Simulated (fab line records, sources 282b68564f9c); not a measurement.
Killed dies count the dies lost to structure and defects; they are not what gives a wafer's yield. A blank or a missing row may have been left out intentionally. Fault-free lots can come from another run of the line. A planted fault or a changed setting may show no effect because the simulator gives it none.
fab line records + flow ritCmos
record:
- lots: 15
- wafers: 45
- lastDay: 7
route steps=202 shown ACTIVE@1 FOX2@23 SDANNEAL@156 SILICIDE@167 M1@202
lots with no fault: from the same line, run without faults
startH: hours from the record's opening day to when the first of the lot's shown wafers began + waitH: hours from the lot's prior step to this one + " repeats the value in the row above + L1.1+2: a row that stands for several wafers + - either no value or no given start + * or withheld: withheld + < > ~ a bound
route shown NAME@n: names a module that has steps shown in the file, with the first one's number in the route + usual: mean/standard deviation of fault-free wafers + same: alike in all rows + chamber/n: place in a boat + sites: each site's reading + _std_site: their standard deviation + _edge_site: the outer-site mean with the inner-site mean subtracted + radiusMm: for every site, how far away it sits from the centre of the wafer + mask NAME#n: copy n + behind: the last tool/chamber to shape the wafer + hold: what put the lot on hold/how long, in hours/how the hold closed + device: names the non-switching transistor (n, p or np) + end of line: the route-end tests of the same wafers + a step without rows: its recipe alone + killed: dies that structure and defects cost at the first sort, which is not the same as the wafer's yield + map: per-die view of a wafer (x killed, . not killed, _ where there is no die)
set.NAME: the run value of the setting; set.NAME@STEP: its run value at that earlier step + model.NAME: the simulator's own value behind a step, which no gauge read
one table for each step of the route and one row for each wafer, over a sample of lots
services: when a tool's chamber went out of use (startH, in hours from the record's first day, below 0 if earlier), for how many hours, and the reason
== steps ==
step: RIT_ACTIVE_BOW_MEAS_00
recipe:
- mode: bow
usual:
- INCOMING_BOW: -1/6.3
| lot.wafer | tool         | chamber | startH | waitH | INCOMING_BOW[um] |
|-----------|--------------|---------|--------|-------|------------------|
| L175.2    | filmMetro-02 | -       | 10.02  | -     | 4                |
| L175.3    | "            | -       | "      | "     | -9               |
| L175.6    | "            | -       | "      | "     | 3                |
| L176.3    | filmMetro-03 | -       | 15.04  | -     | 5                |
| L176.4    | "            | -       | "      | "     | 4                |
| L176.5    | "            | -       | "      | "     | 2                |
| L177.1    | filmMetro-02 | -       | 20.00  | -     | -13              |
| L177.3    | "            | -       | "      | "     | -12              |
| L177.4    | "            | -       | "      | "     | 5                |
| L178.2    | filmMetro-01 | -       | 25.02  | -     | -5               |
| L178.3    | "            | -       | "      | "     | -2               |
| L178.4    | "            | -       | "      | "     | 8                |
| L179.1    | filmMetro-03 | -       | 30.00  | -     | -2               |
| L179.3    | "            | -       | "      | "     | 2                |
| L179.5    | "            | -       | "      | "     | -9               |
| L183.1    | filmMetro-01 | -       | 50.00  | -     | -15              |
| L183.3    | "            | -       | "      | "     | 5                |
| L183.5    | "            | -       | "      | "     | 4                |
| L187.2    | filmMetro-02 | -       | 70.02  | -     | 0                |
| L187.3    | "            | -       | "      | "     | -4               |
| L187.5    | "            | -       | "      | "     | -5               |
| L189.1    | filmMetro-01 | -       | 80.00  | -     | -6               |
| L189.2    | "            | -       | "      | "     | -2               |
| L189.3    | "            | -       | "      | "     | 5                |
| L190.1    | filmMetro-01 | -       | 85.00  | -     | -13              |
| L190.3    | "            | -       | "      | "     | 2                |
| L190.5    | "            | -       | "      | "     | 6                |
| L192.4    | filmMetro-01 | -       | 95.06  | -     | 16               |
| L192.5    | "            | -       | "      | "     | 8                |
| L192.6    | "            | -       | "      | "     | -9               |
| L194.4    | filmMetro-03 | -       | 105.06 | -     | 8                |
| L194.5    | "            | -       | "      | "     | 7                |
| L194.6    | "            | -       | "      | "     | 4                |
| L195.1    | filmMetro-01 | -       | 110.00 | -     | 2                |
| L195.3    | "            | -       | "      | "     | 3                |
| L195.6    | "            | -       | "      | "     | 1                |
| L196.1    | filmMetro-03 | -       | 115.00 | -     | -6               |
| L196.3    | "            | -       | "      | "     | -4               |
| L196.6    | "            | -       | "      | "     | -3               |
| L197.2    | filmMetro-02 | -       | 120.02 | -     | -5               |
| L197.5    | "            | -       | "      | "     | 3                |
| L197.6    | "            | -       | "      | "     | 2                |
| L198.1    | filmMetro-01 | -       | 125.00 | -     | -2               |
| L198.5    | "            | -       | "      | "     | 8                |
| L198.6    | "            | -       | "      | "     | -5               |
step: RIT_FOX2_OXIDATION_00
recipe:
- tempC: 1100
- ambient: H2O
- targetThkA: 3507
- pH2oTorr: 720
- oxTimeS: 1130
| lot.wafer  | tool       | chamber | startH | waitH |
|------------|------------|---------|--------|-------|
| L175.2+3+6 | furnace-01 | 0       | 18.91  | 1.0   |
| L176.3+4+5 | furnace-03 | 0       | 23.91  | 0.0   |
| L177.1+3+4 | furnace-04 | 0       | 31.46  | 1.6   |
| L177.1+3+4 | furnace-04 | 0       | 34.27  | 1.5   |
| L178.2+3+4 | furnace-04 | 0       | 37.09  | 1.3   |
| L179.1+3+5 | furnace-01 | 0       | 44.88  | 0.8   |
| L183.1+3+5 | furnace-01 | 0       | 58.07  | 0.0   |
| L183.1+3+5 | furnace-01 | 0       | 59.55  | 0.2   |
| L187.2+3+5 | furnace-01 | 0       | 78.46  | 0.0   |
| L187.2+3+5 | furnace-03 | 0       | 80.49  | 0.7   |
| L189.1+2+3 | furnace-04 | 0       | 87.51  | 0.0   |
| L190.1+3+5 | furnace-03 | 0       | 92.86  | 0.0   |
| L192.4+5+6 | furnace-04 | 0       | 102.01 | 0.0   |
| L194.4+5+6 | furnace-04 | 0       | 112.29 | 0.0   |
| L195.1+3+6 | furnace-03 | 0       | 118.13 | 0.2   |
| L196.1+3+6 | furnace-03 | 0       | 122.12 | 0.0   |
| L197.2+5+6 | furnace-03 | 0       | 128.11 | 0.0   |
| L198.1+5+6 | furnace-01 | 0       | 132.00 | 0.0   |
step: RIT_FOX2_THK_MEAS_01
recipe:
- reads: SiO2_of_FOX2_OXIDATION_00
usual:
- FOX2_OXIDE_THK: 349/5.8
| lot.wafer | tool         | chamber | startH | waitH | FOX2_OXIDE_THK[nm] |
|-----------|--------------|---------|--------|-------|--------------------|
| L175.2    | filmMetro-01 | -       | 20.24  | 0.0   | 350                |
| L175.3    | "            | -       | "      | "     | 354                |
| L175.6    | "            | -       | "      | "     | 342                |
| L176.3    | filmMetro-02 | -       | 25.25  | 0.0   | 351                |
| L176.4    | "            | -       | "      | "     | 360                |
| L176.5    | "            | -       | "      | "     | 350                |
| L177.1    | filmMetro-02 | -       | 35.59  | 0.0   | 520                |
| L177.3    | "            | -       | "      | "     | 507                |
| L177.4    | "            | -       | "      | "     | 515                |
| L178.2    | filmMetro-04 | -       | 38.41  | 0.0   | 351                |
| L178.3    | "            | -       | "      | "     | 344                |
| L178.4    | "            | -       | "      | "     | 348                |
| L179.1    | filmMetro-04 | -       | 46.19  | 0.0   | 360                |
| L179.3    | "            | -       | "      | "     | 360                |
| L179.5    | "            | -       | "      | "     | 358                |
| L183.1    | filmMetro-04 | -       | 60.86  | 0.0   | 517                |
| L183.3    | "            | -       | "      | "     | 513                |
| L183.5    | "            | -       | "      | "     | 514                |
| L187.2    | filmMetro-02 | -       | 81.81  | 0.0   | 524                |
| L187.3    | "            | -       | "      | "     | 522                |
| L187.5    | "            | -       | "      | "     | 529                |
| L189.1    | filmMetro-01 | -       | 88.82  | 0.0   | 343                |
| L189.2    | "            | -       | "      | "     | 337                |
| L189.3    | "            | -       | "      | "     | 338                |
| L190.1    | filmMetro-01 | -       | 94.18  | 0.0   | 350                |
| L190.3    | "            | -       | "      | "     | 349                |
| L190.5    | "            | -       | "      | "     | 347                |
| L192.4    | filmMetro-04 | -       | 103.35 | 0.0   | 350                |
| L192.5    | "            | -       | "      | "     | 340                |
| L192.6    | "            | -       | "      | "     | 350                |
| L194.4    | filmMetro-04 | -       | 113.63 | 0.0   | 346                |
| L194.5    | "            | -       | "      | "     | 341                |
| L194.6    | "            | -       | "      | "     | 348                |
| L195.1    | filmMetro-01 | -       | 119.44 | 0.0   | 347                |
| L195.3    | "            | -       | "      | "     | 342                |
| L195.6    | "            | -       | "      | "     | 350                |
| L196.1    | filmMetro-01 | -       | 123.43 | 0.0   | 349                |
| L196.3    | "            | -       | "      | "     | 350                |
| L196.6    | "            | -       | "      | "     | 355                |
| L197.2    | filmMetro-01 | -       | 129.44 | 0.0   | 352                |
| L197.5    | "            | -       | "      | "     | 352                |
| L197.6    | "            | -       | "      | "     | 359                |
| L198.1    | filmMetro-01 | -       | 133.31 | 0.0   | 357                |
| L198.5    | "            | -       | "      | "     | 355                |
| L198.6    | "            | -       | "      | "     | 358                |
step: RIT_FOX2_THK_MEAS_90
recipe:
- reads: SiO2_of_FOX2_OXIDATION_00
usual:
- FIELD_OXIDE_LEFT_1_THK: 322/5.9
| lot.wafer | tool         | chamber | startH | waitH | FIELD_OXIDE_LEFT_1_THK[nm] |
|-----------|--------------|---------|--------|-------|----------------------------|
| L175.2    | filmMetro-01 | -       | 21.19  | 0.0   | 323                        |
| L175.3    | "            | -       | "      | "     | 326                        |
| L175.6    | "            | -       | "      | "     | 315                        |
| L176.3    | filmMetro-02 | -       | 26.12  | 0.0   | 323                        |
| L176.4    | "            | -       | "      | "     | 333                        |
| L176.5    | "            | -       | "      | "     | 323                        |
| L177.1    | filmMetro-04 | -       | 36.61  | 0.0   | 492                        |
| L177.3    | "            | -       | "      | "     | 479                        |
| L177.4    | "            | -       | "      | "     | 488                        |
| L178.2    | filmMetro-02 | -       | 39.29  | 0.0   | 324                        |
| L178.3    | "            | -       | "      | "     | 316                        |
| L178.4    | "            | -       | "      | "     | 320                        |
| L179.1    | filmMetro-02 | -       | 47.07  | 0.0   | 332                        |
| L179.3    | "            | -       | "      | "     | 333                        |
| L179.5    | "            | -       | "      | "     | 331                        |
| L183.1    | filmMetro-02 | -       | 62.57  | 0.0   | 491                        |
| L183.3    | "            | -       | "      | "     | 486                        |
| L183.5    | "            | -       | "      | "     | 486                        |
| L187.2    | filmMetro-04 | -       | 82.70  | 0.0   | 497                        |
| L187.3    | "            | -       | "      | "     | 496                        |
| L187.5    | "            | -       | "      | "     | 502                        |
| L189.1    | filmMetro-02 | -       | 89.70  | 0.0   | 315                        |
| L189.2    | "            | -       | "      | "     | 310                        |
| L189.3    | "            | -       | "      | "     | 311                        |
| L190.1    | filmMetro-02 | -       | 95.28  | 0.0   | 323                        |
| L190.3    | "            | -       | "      | "     | 322                        |
| L190.5    | "            | -       | "      | "     | 321                        |
| L192.4    | filmMetro-01 | -       | 104.30 | 0.0   | 323                        |
| L192.5    | "            | -       | "      | "     | 313                        |
| L192.6    | "            | -       | "      | "     | 322                        |
| L194.4    | filmMetro-01 | -       | 114.51 | 0.0   | 319                        |
| L194.5    | "            | -       | "      | "     | 314                        |
| L194.6    | "            | -       | "      | "     | 321                        |
| L195.1    | filmMetro-04 | -       | 120.32 | 0.0   | 319                        |
| L195.3    | "            | -       | "      | "     | 315                        |
| L195.6    | "            | -       | "      | "     | 324                        |
| L196.1    | filmMetro-04 | -       | 124.31 | 0.0   | 322                        |
| L196.3    | "            | -       | "      | "     | 322                        |
| L196.6    | "            | -       | "      | "     | 328                        |
| L197.2    | filmMetro-04 | -       | 130.38 | 0.0   | 326                        |
| L197.5    | "            | -       | "      | "     | 325                        |
| L197.6    | "            | -       | "      | "     | 332                        |
| L198.1    | filmMetro-04 | -       | 134.19 | 0.0   | 329                        |
| L198.5    | "            | -       | "      | "     | 328                        |
| L198.6    | "            | -       | "      | "     | 330                        |
step: RIT_FOX2_THK_MEAS_91
recipe:
- reads: SiO2_of_FOX2_OXIDATION_00
usual:
- FIELD_OXIDE_LEFT_2_THK: 253/6
| lot.wafer | tool         | chamber | startH | waitH | FIELD_OXIDE_LEFT_2_THK[nm] |
|-----------|--------------|---------|--------|-------|----------------------------|
| L175.2    | filmMetro-04 | -       | 34.22  | 0.0   | 256                        |
| L175.3    | "            | -       | "      | "     | 259                        |
| L175.6    | "            | -       | "      | "     | 248                        |
| L176.3    | filmMetro-04 | -       | 40.17  | 0.0   | 255                        |
| L176.4    | "            | -       | "      | "     | 265                        |
| L176.5    | "            | -       | "      | "     | 255                        |
| L177.1    | filmMetro-01 | -       | 52.08  | 0.0   | 424                        |
| L177.3    | "            | -       | "      | "     | 412                        |
| L177.4    | "            | -       | "      | "     | 420                        |
| L178.2    | filmMetro-04 | -       | 55.33  | 0.0   | 256                        |
| L178.3    | "            | -       | "      | "     | 248                        |
| L178.4    | "            | -       | "      | "     | 252                        |
| L179.1    | filmMetro-01 | -       | 60.40  | 0.0   | 265                        |
| L179.3    | "            | -       | "      | "     | 265                        |
| L179.5    | "            | -       | "      | "     | 263                        |
| L183.1    | filmMetro-04 | -       | 76.93  | 0.0   | 421                        |
| L183.3    | "            | -       | "      | "     | 416                        |
| L183.5    | "            | -       | "      | "     | 416                        |
| L187.2    | filmMetro-04 | -       | 98.20  | 0.0   | 430                        |
| L187.3    | "            | -       | "      | "     | 428                        |
| L187.5    | "            | -       | "      | "     | 434                        |
| L189.1    | filmMetro-02 | -       | 101.99 | 0.0   | 246                        |
| L189.2    | "            | -       | "      | "     | 241                        |
| L189.3    | "            | -       | "      | "     | 242                        |
| L190.1    | filmMetro-01 | -       | 107.93 | 0.0   | 255                        |
| L190.3    | "            | -       | "      | "     | 254                        |
| L190.5    | "            | -       | "      | "     | 253                        |
| L192.4    | filmMetro-04 | -       | 117.55 | 0.0   | 255                        |
| L192.5    | "            | -       | "      | "     | 245                        |
| L192.6    | "            | -       | "      | "     | 254                        |
| L194.4    | filmMetro-04 | -       | 126.96 | 0.0   | 251                        |
| L194.5    | "            | -       | "      | "     | 247                        |
| L194.6    | "            | -       | "      | "     | 252                        |
| L195.1    | filmMetro-01 | -       | 132.57 | 0.0   | 252                        |
| L195.3    | "            | -       | "      | "     | 247                        |
| L195.6    | "            | -       | "      | "     | 256                        |
| L196.1    | filmMetro-01 | -       | 136.49 | 0.0   | 254                        |
| L196.3    | "            | -       | "      | "     | 254                        |
| L196.6    | "            | -       | "      | "     | 260                        |
| L197.2    | filmMetro-01 | -       | 142.57 | 0.0   | 257                        |
| L197.5    | "            | -       | "      | "     | 257                        |
| L197.6    | "            | -       | "      | "     | 264                        |
| L198.1    | filmMetro-02 | -       | 146.72 | 0.0   | 262                        |
| L198.5    | "            | -       | "      | "     | 260                        |
| L198.6    | "            | -       | "      | "     | 262                        |
step: RIT_SDANNEAL_RTA_03
recipe:
- tempC: 1050
- timeS: 5
- idleTempC: 600
- rampUpCPerS: 342
- rampDownCPerS: 171
- coolToC: 600
- ambient: N2
usual:
- wafer_temp_C_max: 1053.5/1.1
| lot.wafer | tool         | chamber | startH | waitH | wafer_temp_C_max |
|-----------|--------------|---------|--------|-------|------------------|
| L175.2    | rtpAnneal-01 | 0       | 55.67  | 0.0   | 1051.9           |
| L175.3    | "            | 0       | "      | "     | 1053.8           |
| L175.6    | "            | 0       | "      | "     | 1053.6           |
| L176.3    | rtpAnneal-01 | 0       | 61.51  | 0.0   | 1053.0           |
| L176.4    | "            | 0       | "      | "     | 1054.6           |
| L176.5    | "            | 0       | "      | "     | 1053.0           |
| L178.2    | rtpAnneal-01 | 0       | 73.81  | 0.0   | 1053.7           |
| L178.3    | "            | 0       | "      | "     | 1051.8           |
| L178.4    | "            | 0       | "      | "     | 1053.7           |
| L177.1    | rtpAnneal-02 | 0       | 75.89  | 0.0   | 1053.1           |
| L177.3    | "            | 0       | "      | "     | 1053.8           |
| L177.4    | "            | 0       | "      | "     | 1053.9           |
| L179.1    | rtpAnneal-02 | 0       | 78.58  | 0.0   | 1052.7           |
| L179.3    | "            | 0       | "      | "     | 1052.9           |
| L179.5    | "            | 0       | "      | "     | 1053.6           |
| L189.1    | rtpAnneal-02 | 0       | 118.57 | 0.0   | 1056.3           |
| L189.2    | "            | 0       | "      | "     | 1053.7           |
| L189.3    | "            | 0       | "      | "     | 1052.7           |
| L187.2    | rtpAnneal-02 | 0       | 119.61 | 0.0   | 1054.3           |
| L187.3    | "            | 0       | "      | "     | 1055.3           |
| L187.5    | "            | 0       | "      | "     | 1054.7           |
| L190.1    | rtpAnneal-01 | 0       | 126.36 | 0.0   | 1053.2           |
| L190.3    | "            | 0       | "      | "     | 1053.9           |
| L190.5    | "            | 0       | "      | "     | 1054.2           |
| L192.4    | rtpAnneal-01 | 0       | 135.40 | 0.0   | 1054.2           |
| L192.5    | "            | 0       | "      | "     | 1053.3           |
| L192.6    | "            | 0       | "      | "     | 1053.0           |
| L194.4    | rtpAnneal-01 | 0       | 144.17 | 0.0   | 1054.1           |
| L194.5    | "            | 0       | "      | "     | 1053.3           |
| L194.6    | "            | 0       | "      | "     | 1055.7           |
| L195.1    | rtpAnneal-02 | 0       | 149.96 | 0.0   | 1054.1           |
| L195.3    | "            | 0       | "      | "     | 1052.3           |
| L195.6    | "            | 0       | "      | "     | 1054.9           |
| L196.1    | rtpAnneal-01 | 0       | 153.55 | 0.0   | 1052.1           |
| L196.3    | "            | 0       | "      | "     | 1053.7           |
| L196.6    | "            | 0       | "      | "     | 1053.2           |
| L197.2    | rtpAnneal-02 | 0       | 159.28 | 0.0   | 1053.3           |
| L197.5    | "            | 0       | "      | "     | 1054.5           |
| L197.6    | "            | 0       | "      | "     | 1053.8           |
| L198.1    | rtpAnneal-01 | 0       | 164.15 | 0.0   | 1053.5           |
| L198.5    | "            | 0       | "      | "     | 1052.4           |
| L198.6    | "            | 0       | "      | "     | 1054.3           |
step: RIT_SILICIDE_RTA_06
recipe:
- tempC: 750
- timeS: 10
- idleTempC: 25
- rampUpS: 5
- rampDownS: 10
- coolToC: 25
- ambient: N2
usual:
- wafer_temp_C_max: 754.4/0.87
| lot.wafer | tool         | chamber | startH | waitH | wafer_temp_C_max |
|-----------|--------------|---------|--------|-------|------------------|
| L175.2    | rtpAnneal-02 | 0       | 56.66  | 0.0   | 753.0            |
| L175.3    | "            | 0       | "      | "     | 752.7            |
| L175.6    | "            | 0       | "      | "     | 754.2            |
| L176.3    | rtpAnneal-01 | 0       | 62.50  | 0.0   | 753.3            |
| L176.4    | "            | 0       | "      | "     | 756.2            |
| L176.5    | "            | 0       | "      | "     | 756.1            |
| L178.2    | rtpAnneal-01 | 0       | 74.80  | 0.0   | 753.3            |
| L178.3    | "            | 0       | "      | "     | 755.2            |
| L178.4    | "            | 0       | "      | "     | 753.7            |
| L177.1    | rtpAnneal-02 | 0       | 77.02  | 0.0   | 753.5            |
| L177.3    | "            | 0       | "      | "     | 753.8            |
| L177.4    | "            | 0       | "      | "     | 754.3            |
| L179.1    | rtpAnneal-02 | 0       | 79.57  | 0.0   | 753.4            |
| L179.3    | "            | 0       | "      | "     | 755.6            |
| L179.5    | "            | 0       | "      | "     | 755.5            |
| L189.1    | rtpAnneal-02 | 0       | 119.56 | 0.0   | 754.0            |
| L189.2    | "            | 0       | "      | "     | 755.0            |
| L189.3    | "            | 0       | "      | "     | 754.1            |
| L187.2    | rtpAnneal-02 | 0       | 120.61 | 0.0   | 753.1            |
| L187.3    | "            | 0       | "      | "     | 753.1            |
| L187.5    | "            | 0       | "      | "     | 752.7            |
| L190.1    | rtpAnneal-01 | 0       | 127.35 | 0.0   | 753.6            |
| L190.3    | "            | 0       | "      | "     | 754.1            |
| L190.5    | "            | 0       | "      | "     | 754.4            |
| L192.4    | rtpAnneal-01 | 0       | 136.39 | 0.0   | 754.6            |
| L192.5    | "            | 0       | "      | "     | 755.8            |
| L192.6    | "            | 0       | "      | "     | 754.6            |
| L194.4    | rtpAnneal-01 | 0       | 145.16 | 0.0   | 755.2            |
| L194.5    | "            | 0       | "      | "     | 755.3            |
| L194.6    | "            | 0       | "      | "     | 754.6            |
| L195.1    | rtpAnneal-02 | 0       | 150.95 | 0.0   | 753.7            |
| L195.3    | "            | 0       | "      | "     | 752.4            |
| L195.6    | "            | 0       | "      | "     | 753.2            |
| L196.1    | rtpAnneal-01 | 0       | 154.56 | 0.0   | 753.5            |
| L196.3    | "            | 0       | "      | "     | 754.4            |
| L196.6    | "            | 0       | "      | "     | 753.7            |
| L197.2    | rtpAnneal-02 | 0       | 160.27 | 0.0   | 754.3            |
| L197.5    | "            | 0       | "      | "     | 752.9            |
| L197.6    | "            | 0       | "      | "     | 752.6            |
| L198.1    | rtpAnneal-01 | 0       | 165.20 | 0.0   | 755.3            |
| L198.5    | "            | 0       | "      | "     | 755.0            |
| L198.6    | "            | 0       | "      | "     | 754.2            |
step: RIT_M1_PROBE_99
usual:
- killed_at_M0_to_M3: 0.0/0.14
- killedAtContacts: 0.1/0.29
- killedAtFrontEnd: 7/3
- killedDies: 8/3
- killedOpen: 3.7/2
- killedShort: 3.8/2.1
same:
- grossDies: 264
- killed_at_M4_up: 0
- killedAtBackSide: 0
- killedAtOther: 0
| lot.wafer | tool      | chamber | startH | waitH | killed_at_M0_to_M3 | killedAtContacts | killedAtFrontEnd | killedDies | killedOpen | killedShort |
|-----------|-----------|---------|--------|-------|--------------------|------------------|------------------|------------|------------|-------------|
| L177.1    | prober-01 | -       | 83.70  | 0.1   | 0                  | 1                | 5                | 6          | 2          | 4           |
| L177.3    | prober-01 | -       | 83.80  | 0.2   | 0                  | 0                | 1                | 1          | 0          | 1           |
| L177.4    | prober-01 | -       | 83.85  | 0.2   | 0                  | 0                | 9                | 9          | 5          | 4           |
| L187.2    | prober-01 | -       | 126.98 | 0.1   | 0                  | 0                | 8                | 8          | 4          | 4           |
| L187.3    | prober-01 | -       | 127.03 | 0.2   | 0                  | 0                | 6                | 6          | 3          | 3           |
| L187.5    | prober-01 | -       | 127.13 | 0.2   | 0                  | 0                | 9                | 9          | 3          | 6           |
| L194.4    | prober-02 | -       | 151.85 | 0.2   | 0                  | 0                | 5                | 5          | 1          | 2           |
| L194.5    | prober-02 | -       | 151.90 | 0.2   | 0                  | 0                | 10               | 10         | 4          | 5           |
| L194.6    | prober-02 | -       | 151.95 | 0.2   | 0                  | 0                | 4                | 4          | 4          | 0           |
| L197.2    | prober-01 | -       | 166.98 | 0.1   | 0                  | 0                | 5                | 5          | 1          | 4           |
| L197.5    | prober-01 | -       | 167.13 | 0.2   | 0                  | 0                | 6                | 6          | 4          | 2           |
| L197.6    | prober-01 | -       | 167.18 | 0.2   | 0                  | 0                | 4                | 4          | 3          | 1           |
killed by level:class
L177.1 SPACER:geometricParticle:short=2 FOX2:geometricParticle:open=1 GATE:geometricParticle:short=1 SPACER:geometricParticle:open=1 CONTACT:geometricParticle:short=1
L177.3 GATE:geometricParticle:short=1
L177.4 FOX1:geometricParticle:open=2 FOX1:geometricParticle:short=2 GATE:geometricParticle:open=2 GATE:geometricParticle:short=1 REOX:geometricParticle:open=1 SPACER:geometricParticle:short=1
L187.2 FOX2:geometricParticle:open=2 SPACER:geometricParticle:short=2 FOX1:geometricParticle:short=1 GATE:geometricParticle:open=1 GATE:geometricParticle:short=1 SPACER:geometricParticle:open=1
L187.3 FOX1:geometricParticle:short=1 FOX2:geometricParticle:open=1 GATE:geometricParticle:open=1 REOX:geometricParticle:short=1 SPACER:geometricParticle:short=1 SILICIDE:geometricParticle:open=1
L187.5 GATE:geometricParticle:short=2 SPACER:geometricParticle:open=2 SILICIDE:geometricParticle:short=2 FOX2:geometricParticle:short=1 REOX:geometricParticle:short=1 REOX:geometricParticle:open=1
L194.4 GATE:geometricParticle:short=2 PRETRO:coatMicrobubblePrinted=2 REOX:geometricParticle:open=1
L194.5 GATE:geometricParticle:short=3 SPACER:geometricParticle:open=2 GATE:geometricParticle:open=1 REOX:geometricParticle:short=1 SILICIDE:geometricParticle:short=1 SILICIDE:geometricParticle:open=1 PRETRO:coatMicrobubblePrinted=1
L194.6 FOX1:geometricParticle:open=1 GATE:geometricParticle:open=1 SPACER:geometricParticle:open=1 SILICIDE:geometricParticle:open=1
L197.2 FOX1:geometricParticle:short=2 REOX:geometricParticle:short=1 SILICIDE:geometricParticle:short=1 SILICIDE:geometricParticle:open=1
L197.5 FOX1:geometricParticle:open=2 GATE:geometricParticle:open=2 FOX2:geometricParticle:short=1 GATE:geometricParticle:short=1
L197.6 SPACER:geometricParticle:open=2 GATE:geometricParticle:open=1 SPACER:geometricParticle:short=1
== services ==
| tool         | chamber | startH | hours | kind   |
|--------------|---------|--------|-------|--------|
| rtpAnneal-02 | -       | 1.17   | 3.4   | pm     |
| furnace-03   | -       | 18.15  | 3.1   | pm     |
| furnace-04   | -       | 18.27  | 11.7  | repair |
| furnace-01   | -       | 32.21  | 3.5   | pm     |
| furnace-01   | -       | 35.69  | 2.8   | pm     |
| furnace-04   | -       | 43.49  | 3.2   | pm     |
| furnace-04   | -       | 46.68  | 3.0   | pm     |
== key ==
firstSign:
- step: RIT_FOX2_OXIDATION_00
- reading: visit
- direction: added
effect:
- step: RIT_FOX2_THK_MEAS_01
- reading: FOX2_OXIDE_THK
- direction: up
- sigmas: 29
- usual: 349
- struck: 518
effect:
- step: RIT_FOX2_THK_MEAS_90
- reading: FIELD_OXIDE_LEFT_1_THK
- direction: up
- sigmas: 29
- usual: 322
- struck: 491
effect:
- step: RIT_FOX2_THK_MEAS_91
- reading: FIELD_OXIDE_LEFT_2_THK
- direction: up
- sigmas: 28
- usual: 253
- struck: 422
metAt RIT_FOX2_OXIDATION_00
struckLots L177,L183,L187
rowsEnd L183.1,L183.3,L183.5
testerLeftOut L177,L187
notActingAt RIT_ACTIVE_BOW_MEAS_00,RIT_SDANNEAL_RTA_03,RIT_SILICIDE_RTA_06
fault:
- kind: repeatedStepWhole
- tool: furnace-01,furnace-03,furnace-04
- chamber: -
- onsetH: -
- steps: RIT_FOX2_OXIDATION_00
- times: 1
- scope: struckLotsOnly
testerLeftOut: of these lots the tester's yield and bins aren't shown, on N5 and GAA mostly nor the transistor test; their killed dies are dies lost to structure and defects alone, not to doping, threshold or leakage, so they don't give the yield
rowsEnd: these wafers met a further fault down the route, and their rows from its step on are left out
